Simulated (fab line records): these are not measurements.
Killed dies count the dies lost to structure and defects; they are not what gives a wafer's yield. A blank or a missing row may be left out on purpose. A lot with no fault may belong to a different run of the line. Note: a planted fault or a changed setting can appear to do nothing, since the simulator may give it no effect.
fab line records	flow ritCmos
record: lots: 6	wafers: 18	lastDay: 7
route steps=202 shown NSD@135 PSD@142 M1@202
lots that met no fault: taken from a fault-free run of the same line
startH: hours from the record's opening day to when the first of the lot's shown wafers began	waitH: time in hours since the lot's previous step	" same as the row above	L1.1+2: one row covering several wafers at once	- no value, or no start was given	* or withheld: withheld	< > ~ a bound
route shown NAME@n: a module of which the file shows steps, and the number in the route of the first	usual: average and standard deviation across the fault-free wafers	same: alike in all rows	chamber/n: place in a boat	sites: readings site by site	_std_site: their standard deviation	_edge_site: mean of outer sites minus mean of inner sites	radiusMm: for every site, how far away it sits from the centre of the wafer	mask NAME#n: copy n	behind: the tool/chamber that last shaped the wafer	hold: reason for holding the lot/hours on hold/outcome of the hold	device: the transistor (n, p or np) that didn't switch	end of line: at the end of the route, the tests of the same wafers	a step given without rows: its recipe and nothing more	killed: dies lost to structure and defects at the first sort, not the wafer's yield	map: the dies of a wafer, with x for killed, . for not killed, _ for no die there
set.NAME: the setting as run; set.NAME@STEP: as run at that earlier step	model.NAME: the simulator's own value behind a step, which no gauge read
lots at selected steps of the route; one table per step, one row per wafer
services: the hour from which a tool's chamber was out of use, counted from the record's first day as startH (under 0 if before that day), plus the number of hours and why
== steps ==
step: RIT_NSD_PEB_04
recipe: resist: NOVOLAK	tempC: withheld	timeS: withheld
step: RIT_NSD_DEVELOP_05
recipe: resist: NOVOLAK	developTimeS: 50	devTempC: 23
step: RIT_NSD_OVL_MEAS_06
usual: NSD_OVL: -0.1/1.1
lot.wafer	tool	chamber	startH	waitH	NSD_OVL[nm]
L637.1	overlay-02	-	76.86	-	-2.0
L637.3	"	-	"	"	-0.4
L637.4	"	-	"	"	-0.6
L639.3	overlay-02	-	95.73	-	2.1
L639.4	"	-	"	"	0.0
L639.5	"	-	"	"	0.8
L646.2	overlay-01	-	140.75	-	-2.0
L646.4	"	-	"	"	-1.5
L646.5	"	-	"	"	-2.1
L648.2	overlay-02	-	146.41	-	0.7
L648.4	"	-	"	"	-0.1
L648.6	"	-	"	"	0.7
L649.2	overlay-02	-	155.73	-	2.2
L649.4	"	-	"	"	0.6
L649.5	"	-	"	"	-0.6
L651.2	overlay-02	-	156.16	-	-1.5
L651.3	"	-	"	"	-0.2
L651.5	"	-	"	"	1.1
step: RIT_NSD_HARDBAKE_07
recipe: resist: NOVOLAK	tempC: 140	timeS: 60
step: RIT_NSD_IMPLANT_08
recipe: species: P	energyKev: 25	doseCm2: 1e+15	tiltDeg: 7
step: RIT_NSD_STRIP_09
recipe: chemistry: O2	timeS: 180	resist: NOVOLAK	platenTempC: withheld	powerW: 500	pressureMtorr: 4000	o2FlowSccm: 4000
usual: chamberPressureMTorr: 4000/3.4	drypumpMotorCurrentA: 6.2/0.51
lot.wafer	tool	chamber	startH	waitH	chamberPressureMTorr	drypumpMotorCurrentA	rfHoursCounterH
L637.1	plasmaAsher-02	1	77.19	0.1	4001	6.8	43
L637.3	"	1	"	"	3996	6.7	-
L637.4	"	0	"	"	3998	6.5	-
L639.3	plasmaAsher-01	0	96.11	0.1	3999	6.7	-
L639.4	"	1	"	"	4003	5.8	-
L639.5	"	1	"	"	4001	5.8	-
L646.2	plasmaAsher-02	0	141.30	0.1	4002	6.5	49
L646.4	"	1	"	"	3999	6.8	-
L646.5	"	1	"	"	4004	6.8	-
L648.2	plasmaAsher-01	0	146.74	0.1	4008	6.8	35
L648.4	"	1	"	"	4004	5.8	-
L648.6	"	1	"	"	4003	5.8	-
L649.2	plasmaAsher-03	0	156.06	0.1	4004	5.9	4
L649.4	"	0	"	"	4001	5.9	-
L649.5	"	1	"	"	4003	5.4	-
L651.2	plasmaAsher-01	1	156.49	0.1	3993	5.8	36
L651.3	"	1	"	"	3996	5.8	-
L651.5	"	0	"	"	4003	6.8	-
step: RIT_NSD_TW_MEAS_10
usual: NSD_TW: 3143/16
lot.wafer	tool	chamber	startH	waitH	NSD_TW
L637.1	filmMetro-01	-	77.37	0.1	3147
L637.3	"	-	"	"	3158
L637.4	"	-	"	"	3148
L639.3	filmMetro-01	-	96.25	0.1	3165
L639.4	"	-	"	"	3150
L639.5	"	-	"	"	3159
L646.2	filmMetro-01	-	141.49	0.1	3136
L646.4	"	-	"	"	3146
L646.5	"	-	"	"	3170
L648.2	filmMetro-01	-	146.93	0.1	3116
L648.4	"	-	"	"	3154
L648.6	"	-	"	"	3139
L649.2	filmMetro-02	-	156.24	0.1	3135
L649.4	"	-	"	"	3132
L649.5	"	-	"	"	3134
L651.2	filmMetro-02	-	156.68	0.1	3113
L651.3	"	-	"	"	3122
L651.5	"	-	"	"	3132
step: RIT_PSD_HMDS_00
recipe: primeTimeS: 60	primeTempC: 141.1
step: RIT_PSD_COAT_01
recipe: resist: NOVOLAK	spinRpm: 3250	resistThkNm: 1000
step: RIT_PSD_SOFTBAKE_02
recipe: resist: NOVOLAK	tempC: 90	timeS: 60
step: RIT_PSD_EXPOSE_03
recipe: maskId: M10	na: 0.57	targetCdNm: 40900	doseMj: 250
step: RIT_PSD_PEB_04
recipe: resist: NOVOLAK	tempC: withheld	timeS: withheld
step: RIT_PSD_DEVELOP_05
recipe: resist: NOVOLAK	developTimeS: 50	devTempC: 23
usual: developerTempC: 22.99/0.11
lot.wafer	tool	chamber	startH	waitH	developerTempC
L637.1	lithoTrack-01	0	78	-	20.66
L637.3	"	0	"	"	20.54
L637.4	"	0	"	"	20.46
L639.3	lithoTrack-01	0	97	-	20.67
L639.4	"	0	"	"	20.68
L639.5	"	0	"	"	20.74
L646.2	lithoTrack-03	0	142	-	23.00
L646.4	"	0	"	"	23.09
L646.5	"	0	"	"	22.95
L648.2	lithoTrack-04	0	147	-	22.91
L648.4	"	0	"	"	22.88
L648.6	"	0	"	"	23.04
L649.2	lithoTrack-01	0	157	-	22.91
L649.4	"	0	"	"	22.91
L649.5	"	0	"	"	22.95
L651.2	lithoTrack-03	0	157	-	23.17
L651.3	"	0	"	"	23.02
L651.5	"	0	"	"	23.06
step: RIT_PSD_OVL_MEAS_06
usual: PSD_OVL: -1.4/1.4
lot.wafer	tool	chamber	startH	waitH	PSD_OVL[nm]
L637.1	overlay-02	-	78.40	-	-1.0
L637.3	"	-	"	"	-0.9
L637.4	"	-	"	"	-1.3
L639.3	overlay-01	-	97.15	-	-2.3
L639.4	"	-	"	"	-1.3
L639.5	"	-	"	"	-1.7
L646.2	overlay-02	-	142.50	-	-4.1
L646.4	"	-	"	"	-2.3
L646.5	"	-	"	"	-1.3
L648.2	overlay-02	-	147.96	-	-1.3
L648.4	"	-	"	"	-1.1
L648.6	"	-	"	"	0.9
L649.2	overlay-02	-	157.26	-	2.2
L649.4	"	-	"	"	0.9
L649.5	"	-	"	"	1.0
L651.2	overlay-01	-	157.73	-	-1.2
L651.3	"	-	"	"	-1.1
L651.5	"	-	"	"	-3.0
step: RIT_M1_PROBE_99
usual: killedAtContacts: 0.1/0.28	killedAtFrontEnd: 7.1/2.8	killedDies: 7.1/2.9	killedOpen: 3.4/2	killedShort: 3.6/2.1
same: grossDies: 264	killed_at_M0_to_M3: 0	killed_at_M4_up: 0	killedAtBackSide: 0	killedAtOther: 0
lot.wafer	tool	chamber	startH	waitH	killedAtContacts	killedAtFrontEnd	killedDies	killedOpen	killedShort
L637.1	prober-02	-	87.59	0.1	0	13	13	5	8
L637.3	prober-02	-	87.69	0.2	0	9	9	6	3
L637.4	prober-02	-	87.74	0.2	0	4	4	0	4
L639.3	prober-02	-	105.77	0.2	0	7	7	4	3
L639.4	prober-02	-	105.82	0.2	0	2	2	0	2
L639.5	prober-02	-	105.87	0.2	0	7	7	4	3
L646.2	prober-01	-	151.20	0.1	0	5	5	3	2
L646.4	prober-01	-	151.30	0.2	0	11	11	5	6
L646.5	prober-01	-	151.35	0.2	1	12	13	8	5
L648.2	prober-01	-	156.55	0.1	0	8	8	4	3
L648.4	prober-01	-	156.65	0.2	0	6	6	3	3
L648.6	prober-01	-	156.75	0.2	0	7	7	3	4
L649.2	prober-02	-	166.65	0.1	0	7	7	2	5
L649.4	prober-02	-	166.75	0.2	0	8	8	5	3
L649.5	prober-02	-	166.80	0.2	0	7	7	3	4
L651.2	prober-01	-	168.15	0.1	0	4	4	1	3
L651.3	prober-01	-	168.20	0.2	0	8	8	4	4
L651.5	prober-01	-	168.30	0.2	0	10	10	2	8
killed by level:class
L637.1 GATE:geometricParticle:open=4 SPACER:geometricParticle:short=3 FOX1:geometricParticle:short=2 FOX2:geometricParticle:short=2 GATE:geometricParticle:short=1 SPACER:geometricParticle:open=1
L637.3 GATE:geometricParticle:open=4 SPACER:geometricParticle:open=2 FOX1:geometricParticle:short=1 GATE:geometricParticle:short=1 SILICIDE:geometricParticle:short=1
L637.4 SPACER:geometricParticle:short=3 GATE:geometricParticle:short=1
L639.3 GATE:geometricParticle:open=2 GATE:geometricParticle:short=2 FOX1:geometricParticle:short=1 REOX:geometricParticle:open=1 SILICIDE:geometricParticle:open=1
L639.4 FOX1:geometricParticle:short=2
L639.5 GATE:geometricParticle:short=2 FOX1:geometricParticle:open=1 GATE:geometricParticle:open=1 REOX:geometricParticle:short=1 SPACER:geometricParticle:open=1 SILICIDE:geometricParticle:open=1
L646.2 FOX1:geometricParticle:open=2 GATE:geometricParticle:open=1 GATE:geometricParticle:short=1 SILICIDE:geometricParticle:short=1
L646.4 GATE:geometricParticle:short=4 GATE:geometricParticle:open=3 SPACER:geometricParticle:open=2 REOX:geometricParticle:short=1 SPACER:geometricParticle:short=1
L646.5 GATE:geometricParticle:short=3 GATE:geometricParticle:open=3 FOX1:geometricParticle:open=2 REOX:geometricParticle:short=1 REOX:geometricParticle:open=1 SPACER:geometricParticle:short=1 SPACER:geometricParticle:open=1 CONTACT:geometricParticle:open=1
L648.2 REOX:geometricParticle:open=2 FOX1:geometricParticle:open=1 REOX:geometricParticle:short=1 SPACER:geometricParticle:short=1 SPACER:geometricParticle:open=1 SILICIDE:geometricParticle:short=1 PWELL:coatMicrobubblePrinted=1
L648.4 GATE:geometricParticle:short=3 FOX1:geometricParticle:open=2 GATE:geometricParticle:open=1
L648.6 REOX:geometricParticle:short=2 FOX2:geometricParticle:open=1 GATE:geometricParticle:short=1 GATE:geometricParticle:open=1 SILICIDE:geometricParticle:open=1 SILICIDE:geometricParticle:short=1
L649.2 GATE:geometricParticle:short=3 FOX1:geometricParticle:short=1 GATE:geometricParticle:open=1 REOX:geometricParticle:short=1 SPACER:geometricParticle:open=1
L649.4 GATE:geometricParticle:open=4 GATE:geometricParticle:short=2 FOX2:geometricParticle:short=1 REOX:geometricParticle:open=1
L649.5 FOX1:geometricParticle:short=2 FOX1:geometricParticle:open=1 FOX2:geometricParticle:short=1 FOX2:geometricParticle:open=1 GATE:geometricParticle:short=1 REOX:geometricParticle:open=1
L651.2 GATE:geometricParticle:short=2 GATE:geometricParticle:open=1 SPACER:geometricParticle:short=1
L651.3 GATE:geometricParticle:short=3 FOX1:geometricParticle:short=1 FOX2:geometricParticle:open=1 GATE:geometricParticle:open=1 REOX:geometricParticle:open=1 SILICIDE:geometricParticle:open=1
L651.5 GATE:geometricParticle:short=4 FOX1:geometricParticle:short=1 FOX2:geometricParticle:short=1 GATE:geometricParticle:open=1 SPACER:geometricParticle:open=1 SPACER:geometricParticle:short=1 SILICIDE:geometricParticle:short=1
== services ==
tool	chamber	startH	hours	kind
plasmaAsher-03	-	67.92	1.6	repair
plasmaAsher-03	-	108.75	9.0	pm
plasmaAsher-03	0	108.75	9.0	ventCycle
plasmaAsher-03	1	108.75	9.0	ventCycle
plasmaAsher-03	0	117.75	-	clean
plasmaAsher-03	1	117.75	-	clean
plasmaAsher-02	-	126.86	2.8	pm
plasmaAsher-01	-	132.82	4.3	pm
== key ==
firstSign: step: RIT_PSD_DEVELOP_05	reading: developerTempC	direction: down	sigmas: 21	usual: *	struck: *
effect none on later readings
metAt RIT_PSD_DEVELOP_05
struckWafers L637.1,L637.3,L637.4,L639.3,L639.4,L639.5
testerLeftOut L637,L639
fault: kind: processParameterDrift	tool: lithoTrack-01	chamber: -	onsetH: 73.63	steps: RIT_PSD_DEVELOP_05	channel: devTempC	offset: *	shape: step	endH: 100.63	actsIn: *	stated: *
testerLeftOut: of these lots the tester's yield and bins aren't shown, on N5 and GAA mostly nor the transistor test; their killed dies are dies lost to structure and defects alone, not to doping, threshold or leakage, so they don't give the yield
